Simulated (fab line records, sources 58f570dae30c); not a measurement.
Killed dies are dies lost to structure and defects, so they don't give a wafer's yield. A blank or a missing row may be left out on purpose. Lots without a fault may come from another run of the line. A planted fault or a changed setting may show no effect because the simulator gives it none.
One fault seen from 2 desks | flow berkeley_cmos170 | each desk has only its own numbers; what lay behind them comes last

THE METROLOGY DESK
What the gauges read, lot by lot, whatever tool the lot ran on: means of the sampled wafers that have a number. A lot is out of limits, marked OUT, if its mean lies more than 4 standard deviations from the usual mean; the brackets give that distance.
Columns: A = cd_nm at UCB170_CONTACT_CD_MEAS_15, usual 699.9 nm; B = CONTACT_OVL at UCB170_CONTACT_OVL_MEAS_16, usual 2 nm
lot  | first seen here | A     | B
L128 | day 8 02:53     | 698.6 | 5
L129 | day 8 22:06     | 700.9 | 8
L134 | day 9 16:32     | 699.0 | 1
L138 | day 10 19:34    | 702.0 | 5
L137 | day 10 19:51    | 700.1 | 3
L142 | day 11 10:53    | 700.6 | -1
This desk's finding: nothing out of limits on any of the 6 lots.

THE TOOL OWNER'S DESK: rie_diel-01
The tool's own readings at UCB170_CONTACT_ETCH_18 (etches PSG in CHF3/CF4/Ar, stops on TiSi2, target depth 840 nm, time 195 s): means of the sampled wafers that have a number, for each lot that ran on this tool. A lot is out of limits, marked OUT, if its mean lies more than 4 standard deviations from the usual mean; the brackets give that distance.
Columns: A = chamber_pressure_mTorr at UCB170_CONTACT_ETCH_18, usual 200.00 mTorr; B = drypump_motor_current_A at UCB170_CONTACT_ETCH_18, usual 5.9 A; C = oes_product_au at UCB170_CONTACT_ETCH_18, usual 0.890 a.u.; D = throttle_valve_pct at UCB170_CONTACT_ETCH_18, usual 6.91 %
lot  | first seen here | A      | B   | C     | D
L129 | day 8 22:00     | 199.98 | 6.0 | 0.890 | 6.94
L137 | day 10 20:00    | 200.05 | 6.0 | 0.844 | 6.82
L142 | day 11 11:00    | 200.10 | 6.1 | 0.854 | 6.96
This desk's finding: nothing out of limits on any of the 3 lots.

PUT TOGETHER
The metrology desk saw nothing out of limits.
The tool owner's desk saw nothing out of limits.

WHAT THE SIMULATOR HAD PUT IN
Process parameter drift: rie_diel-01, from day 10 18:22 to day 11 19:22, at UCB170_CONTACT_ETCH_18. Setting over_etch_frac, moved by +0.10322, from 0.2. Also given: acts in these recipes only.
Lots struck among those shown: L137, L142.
